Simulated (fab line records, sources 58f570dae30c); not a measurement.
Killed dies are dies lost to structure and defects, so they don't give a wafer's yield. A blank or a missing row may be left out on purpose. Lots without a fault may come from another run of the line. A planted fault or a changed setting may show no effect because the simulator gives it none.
A struck lot beside a sound one | flow berkeley_cmos170 | 27 steps out of a route of 331
Sound: wafers L870.1, L870.2, L870.6. Struck: wafers L878.1, L878.3, L878.4. The cause comes at the end.
At each step with rows: each side's tool, then ch and its chambers, then its first start. Under that, the readings that differ: sound wafers | struck wafers | difference of the means | sigmas: that difference in standard deviations of wafers without a fault.
alike: readings whose means differ by less than 2 such deviations, and words and numbers that are the same on both sides. not compared: withheld readings, readings that some wafer has no value for, bounds like >300 that may hide the same value, and numbers for which the record gives no deviation and whose values overlap.
The two part at a step that has a row with sigmas, a row that says differs or no value, or rows on one side only. Numbers that don't overlap but have no deviation are shown without sigmas and don't part them. A reading that every wafer of one side lacks parts them only if that side has two wafers or more.

UCB170_SPACER_THK_MEAS_01:
  sound on film_metro-04, day 6 07:14; struck on film_metro-02, day 7 19:23
  alike: SPACER_TEOS_THK
then, 1 step without rows for these wafers: UCB170_SPACER_ANNEAL_02 (time 1800 s).
UCB170_SPACER_ETCHBACK_03: etches SiO2 in CHF3/CF4/Ar, stops on Si, target depth 376 nm, time 100 s.
  sound on rie_diel-03 ch 1,3, day 6 10:59; struck on rie_diel-03 ch 2,3, day 8 00:37
  alike: drypump_motor_current_A, oes_product_au, throttle_valve_pct
  not compared: rf_hours_counter_h
then, 6 steps without rows for these wafers: UCB170_PSD_HMDS_00 (prime time 60 s); UCB170_PSD_COAT_01 (resist thk 900 nm); UCB170_PSD_SOFTBAKE_02 (time 60 s); UCB170_PSD_EXPOSE_03 (exposes mask PSELECT MOD, target cd 1200 nm); UCB170_PSD_PEB_04; UCB170_PSD_DEVELOP_05 (develop time 45 s).
UCB170_PSD_CD_MEAS_06: target cd 1200 nm.
  sound on cd_sem-02, day 6 11:54; struck on cd_sem-01, day 8 01:44
  alike: cd_nm
UCB170_PSD_OVL_MEAS_07:
  sound on overlay-01, day 6 12:01; struck on overlay-02, day 8 01:51
  alike: PSD_OVL
then, 1 step without rows for these wafers: UCB170_PSD_IMPLANT_08.
UCB170_PSD_STRIP_09: strips in O2.
  sound on plasma_asher-03 ch 0,1, day 6 12:13; struck on plasma_asher-03 ch 0,1, day 8 02:02
  reading                              | sound             | struck            | difference                    | sigmas
  oes_product_au (a.u.)                | 0.597 0.598 0.604 | 0.452 0.434 0.444 | -0.156                        | -37
  strip_time_to_endpoint_s (s)         | 29.47 29.44 29.42 | - - -             | no value on the struck wafers |
  model.KrF_of_PSD_COAT_01.thk_nm (nm) | 0 0 0             | 692.3 695.1 694.3 | +693.9                        |
  alike: drypump_motor_current_A
  not compared: rf_hours_counter_h
UCB170_PSD_TW_MEAS_10:
  sound on film_metro-03, day 6 12:19; struck on film_metro-03, day 8 02:08
  alike: PSD_TW
then, 7 steps without rows for these wafers: UCB170_PSD_CLEAN_11 (cleans in SPM, time 600 s); UCB170_NSD_HMDS_00 (prime time 60 s); UCB170_NSD_COAT_01 (resist thk 900 nm); UCB170_NSD_SOFTBAKE_02 (time 60 s); UCB170_NSD_EXPOSE_03 (exposes mask NSELECT MOD, target cd 1200 nm); UCB170_NSD_PEB_04; UCB170_NSD_DEVELOP_05 (develop time 45 s).
UCB170_NSD_CD_MEAS_06: target cd 1200 nm.
  sound on cd_sem-01, day 6 15:44; struck on cd_sem-02, day 8 03:46
  alike: cd_nm
UCB170_NSD_OVL_MEAS_07:
  sound on overlay-02, day 6 15:52; struck on overlay-02, day 8 03:53
  alike: NSD_OVL
then, 1 step without rows for these wafers: UCB170_NSD_IMPLANT_08.
UCB170_NSD_STRIP_09: strips in O2.
  sound on plasma_asher-03 ch 0,1, day 6 16:02; struck on plasma_asher-02 ch 0,1, day 8 04:04
  reading                      | sound             | struck            | difference | sigmas
  oes_product_au (a.u.)        | 0.536 0.534 0.531 | 0.612 0.609 0.607 | +0.076     | +16
  strip_time_to_endpoint_s (s) | 35.93 35.87 35.80 | 56.37 56.39 56.46 | +20.54     | +99 or more
  alike: drypump_motor_current_A
  not compared: rf_hours_counter_h
UCB170_NSD_TW_MEAS_10:
  sound on film_metro-04, day 6 16:08; struck on film_metro-04, day 8 04:23
  reading | sound          | struck   | difference | sigmas
  NSD_TW  | 4225 4220 4209 | 30 30 30 | -4188      | -99 or more
  not compared: hold
UCB170_M3_PROBE_99:
  the record has rows for the sound wafers here (prober-02, day 7 18:57) and none for the struck ones

WHERE THEY PART
First at UCB170_PSD_STRIP_09; last, within this record, at UCB170_M3_PROBE_99.

WHY: what the simulator had put in
Strip aborted: plasma_asher-03, from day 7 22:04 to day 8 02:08, at UCB170_PSD_STRIP_09. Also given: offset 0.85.
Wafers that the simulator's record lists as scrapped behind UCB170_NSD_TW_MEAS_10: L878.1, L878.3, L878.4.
